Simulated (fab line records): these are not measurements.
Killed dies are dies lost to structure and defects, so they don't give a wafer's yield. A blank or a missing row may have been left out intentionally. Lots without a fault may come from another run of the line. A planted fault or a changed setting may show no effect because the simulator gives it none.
Matching of chambers / flow ritCmos / RIT_GATE_ETCH_19 on rieSi-01 has 4 sister chambers
The step etches poly-Si in SF6/CHF3/O2, stops on SiO2, time 165 s, target depth 312.5 nm. 16 wafers are shown with their chamber, then 8 later ones without.

## WAFERS PAIRED WITH THEIR CHAMBERS
wafer=L642.2; chamber=0; drypumpMotorCurrentA (A)=5.3; throttleValvePct (%)=10.01; oesProductAu (a.u.)=0.857
wafer=L642.3; chamber=3; drypumpMotorCurrentA (A)=5.9; throttleValvePct (%)=10.21; oesProductAu (a.u.)=0.864
wafer=L642.5; chamber=0; drypumpMotorCurrentA (A)=5.3; throttleValvePct (%)=10.01; oesProductAu (a.u.)=0.852
wafer=L646.1; chamber=2; drypumpMotorCurrentA (A)=6.5; throttleValvePct (%)=9.98; oesProductAu (a.u.)=0.862
wafer=L646.3; chamber=1; drypumpMotorCurrentA (A)=5.7; throttleValvePct (%)=10.11; oesProductAu (a.u.)=0.854
wafer=L646.6; chamber=2; drypumpMotorCurrentA (A)=6.5; throttleValvePct (%)=9.99; oesProductAu (a.u.)=0.842
wafer=L648.1; chamber=2; drypumpMotorCurrentA (A)=6.4; throttleValvePct (%)=9.98; oesProductAu (a.u.)=0.843
wafer=L648.4; chamber=2; drypumpMotorCurrentA (A)=6.4; throttleValvePct (%)=9.99; oesProductAu (a.u.)=0.844
wafer=L648.6; chamber=1; drypumpMotorCurrentA (A)=5.7; throttleValvePct (%)=10.12; oesProductAu (a.u.)=0.843
wafer=L650.3; chamber=2; drypumpMotorCurrentA (A)=6.4; throttleValvePct (%)=9.98; oesProductAu (a.u.)=0.845
wafer=L650.4; chamber=1; drypumpMotorCurrentA (A)=5.7; throttleValvePct (%)=10.10; oesProductAu (a.u.)=0.854
wafer=L650.6; chamber=2; drypumpMotorCurrentA (A)=6.4; throttleValvePct (%)=9.99; oesProductAu (a.u.)=0.846
wafer=L652.1; chamber=2; drypumpMotorCurrentA (A)=6.4; throttleValvePct (%)=9.98; oesProductAu (a.u.)=0.845
wafer=L652.2; chamber=3; drypumpMotorCurrentA (A)=5.9; throttleValvePct (%)=10.20; oesProductAu (a.u.)=0.821
wafer=L652.6; chamber=2; drypumpMotorCurrentA (A)=6.4; throttleValvePct (%)=9.99; oesProductAu (a.u.)=0.842
wafer=L654.3; chamber=2; drypumpMotorCurrentA (A)=6.5; throttleValvePct (%)=9.98; oesProductAu (a.u.)=0.849

SIGNATURES, as means of the wafers listed above
reading=drypumpMotorCurrentA; chamber 0=5.300; chamber 1=5.700; chamber 2=6.433; chamber 3=5.900; scatter within a chamber=0.0408
reading=throttleValvePct; chamber 0=10.0100; chamber 1=10.1100; chamber 2=9.9844; chamber 3=10.2050; scatter within a chamber=0.00627
reading=oesProductAu; chamber 0=0.85450; chamber 1=0.85033; chamber 2=0.84644; chamber 3=0.84250; scatter within a chamber=0.0105
Rule: a wafer's distance from a chamber is the root of the sum, over the readings, of the square of ((its reading less the chamber's mean) divided by the reading's scatter). If the next closest chamber is less than 2 further off than the closest, the wafer can't be placed; otherwise it belongs to the closest. The scatter: take each reading less its chamber's mean, square it, sum over the shown wafers, divide by the number of wafers less the number of chambers, and take the root.

## WAFERS MISSING THEIR CHAMBER
wafer=L654.4; drypumpMotorCurrentA (A)=5.9; throttleValvePct (%)=10.20; oesProductAu (a.u.)=0.838
wafer=L654.6; drypumpMotorCurrentA (A)=6.5; throttleValvePct (%)=9.98; oesProductAu (a.u.)=0.851
wafer=L656.1; drypumpMotorCurrentA (A)=5.9; throttleValvePct (%)=10.19; oesProductAu (a.u.)=0.807
wafer=L656.2; drypumpMotorCurrentA (A)=6.4; throttleValvePct (%)=9.98; oesProductAu (a.u.)=0.821
wafer=L656.5; drypumpMotorCurrentA (A)=5.7; throttleValvePct (%)=10.10; oesProductAu (a.u.)=0.816
wafer=L664.1; drypumpMotorCurrentA (A)=5.7; throttleValvePct (%)=10.10; oesProductAu (a.u.)=0.850
wafer=L664.3; drypumpMotorCurrentA (A)=6.4; throttleValvePct (%)=9.98; oesProductAu (a.u.)=0.850
wafer=L664.5; drypumpMotorCurrentA (A)=6.4; throttleValvePct (%)=9.99; oesProductAu (a.u.)=0.844

## WHICH CHAMBER EACH ONE RAN IN
wafer=L654.4; from the rows above=3; in truth=3
wafer=L654.6; from the rows above=2; in truth=2
wafer=L656.1; from the rows above=3; in truth=3
wafer=L656.2; from the rows above=2; in truth=2
wafer=L656.5; from the rows above=1; in truth=1
wafer=L664.1; from the rows above=1; in truth=1
wafer=L664.3; from the rows above=2; in truth=2
wafer=L664.5; from the rows above=2; in truth=2
Placed correctly: 8 of 8. Left unplaced by these rows: 0. Wrongly placed: 0.
